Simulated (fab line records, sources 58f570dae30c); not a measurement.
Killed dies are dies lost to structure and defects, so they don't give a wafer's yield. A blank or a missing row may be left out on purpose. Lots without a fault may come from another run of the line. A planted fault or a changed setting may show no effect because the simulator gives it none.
Chamber matching | flow berkeley_cmos170 | UCB170_V2_CMP_02 on cmp-02: 4 sister chambers
The step polishes SiO2. 4 wafers are shown with their chamber, then 8 later ones without.

WAFERS WITH THEIR CHAMBER
wafer  | chamber | motor_current_A (A)
L783.5 | 0       | 16.7
L792.1 | 2       | 16.0
L792.2 | 1       | 18.4
L796.2 | 3       | 15.5

WAFERS WITHOUT THEIR CHAMBER
wafer  | motor_current_A (A)
L796.4 | 14.6
L796.6 | 14.7
L803.1 | 18.0
L803.4 | 15.3
L803.6 | 15.1
L804.1 | 16.3
L804.2 | 16.3
L804.3 | 17.3

WHICH CHAMBER EACH WENT THROUGH
wafer  | from the rows above          | in truth
L796.4 | can't be placed: 3 or 2      | 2
L796.6 | can't be placed: 3 or 2      | 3
L803.1 | can't be placed: 1 or 0      | 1
L803.4 | can't be placed: 3 or 2      | 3
L803.6 | can't be placed: 3 or 2      | 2
L804.1 | can't be placed: 2 or 0 or 3 | 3
L804.2 | can't be placed: 2 or 0 or 3 | 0
L804.3 | can't be placed: 0 or 1 or 2 | 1
Placed correctly: 0 of 8. Can't be placed from these rows: 8 (the true chamber is among the candidates in 8). Placed wrongly: 0.
How it was worked out, from the rows above alone: a wafer's distance from a chamber is the root of the sum, over the readings, of the square of ((its reading less the chamber's mean) divided by the reading's scatter). The wafer belongs to the nearest chamber; if the next one is less than 2 further off, it can't be placed. A chamber's mean is the mean of its shown wafers. The scatter: with one shown wafer a chamber, the root of the mean of the squares of how far each hidden wafer lies from its nearest shown one.
